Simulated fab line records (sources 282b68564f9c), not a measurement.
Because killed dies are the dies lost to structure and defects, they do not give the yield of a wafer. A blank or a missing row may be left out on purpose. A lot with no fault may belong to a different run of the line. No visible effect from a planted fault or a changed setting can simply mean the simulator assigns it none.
A struck lot beside a sound one ; flow ritCmos ; 30 out of 202 route steps
Sound: wafers L422.1, L422.2, L422.3. Struck: wafer L414.3. (L414.1, L414.5 of the same lot were not struck and are left out.) The cause comes at the end.
Per side, at each step with rows, come the tool, then ch with its chambers, and then its first start. Under that, the readings that differ: sound wafers ; struck wafers ; difference of the means ; sigmas: that difference in standard deviations of wafers without a fault.
alike: words and numbers the same on both sides, and readings whose means are apart by under 2 such deviations; not compared: readings that were withheld, readings missing a value for some wafer, numbers with overlapping values and no deviation given by the record, and bounds like >300 which may hide the same value.
Wherever a step has rows on one side only, a row that says differs or no value, or a row with sigmas, the two part there. When numbers do not overlap yet have no deviation, they are printed without sigmas and do not part them. Lack of a reading on every wafer of one side parts them only where that side has two or more wafers.

first, 6 steps without rows for these wafers: RIT_SDANNEAL_RTA_03 (time 5 s); RIT_SILICIDE_WET_ETCH_00 (etches SiO2 in BOE, target depth 14 nm, time 15 s); RIT_SILICIDE_SPUTTER_01 (material Ti, target thk 30 nm, time 240 s); RIT_SILICIDE_RTA_04 (time 10 s, ramp up 5 s, ramp down 5 s); RIT_SILICIDE_WET_ETCH_05 (etches Ti in SPM, time 120 s); RIT_SILICIDE_RTA_06 (time 10 s, ramp up 5 s, ramp down 10 s).
RIT_CONTACT_CVD_00: deposits SiO2 from TEOS, target thk 400 nm, time 61 s.
  sound on pecvd-04 ch 0,1,2, day 7 22:05; struck on pecvd-01 ch 1, day 6 02:16
reading;sound;struck;difference;sigmas
rfFwdPowerW (W);394.0 391.8 396.3;556.3;+162.3;+95
model.SiO2_of_CONTACT_CVD_00.thkNm (nm);391.7 391.9 391.8;439.2;+47.4;
  alike: heaterPowerW
RIT_CONTACT_THK_MEAS_01:
  sound: filmMetro-01 at day 7 22:08; struck: filmMetro-03 at day 6 02:19
reading;sound;struck;difference;sigmas
CONTACT_TEOS_THK (nm);392 392 392;439;+47;+11
then, 7 steps without rows for these wafers: RIT_CONTACT_HMDS_02 (prime time 60 s); RIT_CONTACT_COAT_03 (resist thk 1000 nm); RIT_CONTACT_SOFTBAKE_04 (time 60 s); RIT_CONTACT_EXPOSE_05 (exposes mask M11, target cd 1000 nm); RIT_CONTACT_PEB_06; RIT_CONTACT_DEVELOP_07 (develop time 120 s); RIT_CONTACT_HARDBAKE_10 (time 60 s).
RIT_CONTACT_ETCH_11: etches SiO2 in CHF3/CF4/Ar, stops on TiSi2, target depth 480 nm, time 320 s.
  sound on rieDiel-04 ch 0,1,3, day 7 23:28; struck on rieDiel-01 ch 0, day 6 03:46
reading;sound;struck;difference;sigmas
model.CONTACT.featureDepthNm (nm);391.7 391.9 391.8;439.2;+47.4;
model.etch.depthNm (nm);391.7 391.9 391.8;439.2;+47.4;
  alike: drypumpMotorCurrentA, oesProductAu, rfFwdPowerW, throttleValvePct
  not compared: rfHoursCounterH
then, 11 steps without rows for these wafers: RIT_CONTACT_STRIP_12 (strips in O2, time 180 s); RIT_CONTACT_CLEAN_13 (cleans in SC1, time 600 s); RIT_CONTACT_CLEAN_14 (cleans in SC2, time 600 s); RIT_M1_SPUTTER_00 (material Al, target thk 400 nm, time 500 s); RIT_M1_HMDS_03 (prime time 60 s); RIT_M1_COAT_04 (resist thk 1300 nm); RIT_M1_SOFTBAKE_05 (time 60 s); RIT_M1_EXPOSE_06 (exposes mask M12, target cd 2600 nm); RIT_M1_PEB_07; RIT_M1_DEVELOP_08 (develop time 68 s); RIT_M1_HARDBAKE_11 (time 120 s).
RIT_M1_METAL_ETCH_12: etches Al in Cl2/BCl3, stops on SiO2, time 165 s, target depth 600 nm.
  sound on rieMetal-04 ch 0,1, day 8 03:59; struck on rieMetal-01 ch 0, day 6 06:30
reading;sound;struck;difference;sigmas
rfFwdPowerW (W);248.0 247.6 249.5;246.6;-1.8;-2
model.SiO2_of_CONTACT_CVD_00.thkNm (nm);355.3 355.6 355.4;402.9;+47.5;
  alike: drypumpMotorCurrentA, oesProductAu, throttleValvePct
  not compared: rfHoursCounterH
then, 1 step without rows for these wafers: RIT_M1_STRIP_13 (strips in nmp, time 600 s).
RIT_M1_PROBE_99:
  sound: prober-01 at day 8 06:14; struck: prober-01 at day 6 08:53
reading;sound;struck;difference;sigmas
model.etest.fieldPMetal.vtV (V);-29.39 -29.47 -29.33;-31.36;-1.96;
model.etest.antennaContact.vtShiftV (V);-0.01916 -0.0106 -0.01662;-0.006394;+0.009066;
  alike: killedAtFrontEnd, killedDies, killedOpen, killedShort

## WHERE THEY PART
Earliest at RIT_CONTACT_CVD_00; latest, in this record, at RIT_M1_METAL_ETCH_12. Later steps at which nothing parts them and some readings are alike: RIT_M1_PROBE_99.

WHY: the cause the simulator had injected
pecvd-01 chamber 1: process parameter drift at RIT_CONTACT_CVD_00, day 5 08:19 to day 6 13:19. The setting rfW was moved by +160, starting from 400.
